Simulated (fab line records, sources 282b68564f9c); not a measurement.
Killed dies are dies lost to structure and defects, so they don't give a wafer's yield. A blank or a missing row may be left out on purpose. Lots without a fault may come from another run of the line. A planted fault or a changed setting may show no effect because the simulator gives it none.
Which tool did it? | flow rit_cmos | 7 lots, 21 wafers sampled, at 2 steps of a route of 202

WHAT THE GAUGES READ, wafer by wafer
RIT_PWELL_TW_MEAS_10.
lot  | measured    | on            | PWELL_TW
L794 | day 2 04:15 | film_metro-02 | 956 959 964
L800 | day 3 09:21 | film_metro-01 | 943 936 939
L802 | day 3 19:28 | film_metro-02 | 962 962 954
L805 | day 4 11:59 | film_metro-01 | 936 935 936
L807 | day 5 00:49 | film_metro-04 | 1209 1210 1204
L809 | day 5 06:39 | film_metro-04 | 961 967 959
L812 | day 5 21:52 | film_metro-01 | 947 950 949

WHICH TOOL RAN EACH LOT (tool, then ch and the chambers of the sampled wafers, then the start)
lot  | RIT_PWELL_IMPLANT_08
L794 | implanter-03 ch 0, day 2 03:56
L800 | implanter-01 ch 0, day 3 09:03
L802 | implanter-01 ch 0, day 3 19:11
L805 | implanter-01 ch 0, day 4 11:40
L807 | implanter-03 ch 0, day 5 00:00
L809 | implanter-02 ch 0, day 5 06:20
L812 | implanter-01 ch 0, day 5 21:24
- RIT_PWELL_IMPLANT_08

THE ANSWER, worked out from the rows above alone
Rule: what is usual is taken from the lots themselves. Put in order of their means at a reading, lots are off if they are a third of the lots or fewer, leave a main group of 4 or more, and stand apart from it by a gap of 3 or more times the standard deviation of the main group's means; of several such gaps the widest counts. A main group whose means are all the same, to the digits that the tables above print for the reading, isn't used. A lot without any number at a reading at which 4 lots or more have one is off too. The other lots that the step has rows for count as sound.
Off: L807, at RIT_PWELL_TW_MEAS_10 (PWELL_TW). The main group: mean 951, standard deviation 10.
A tool fits if, at a process step before that reading, it ran every lot that is off, and no sound lot after the first of them. The gauges at RIT_PWELL_TW_MEAS_10 are tried like those tools. One fits: implanter-03 at RIT_PWELL_IMPLANT_08. Its last sound lot is L794 (day 2 03:56), its first lot that is off L807 (day 5 00:00): a fault that began between those two fits.

WHAT THE SIMULATOR HAD PUT IN
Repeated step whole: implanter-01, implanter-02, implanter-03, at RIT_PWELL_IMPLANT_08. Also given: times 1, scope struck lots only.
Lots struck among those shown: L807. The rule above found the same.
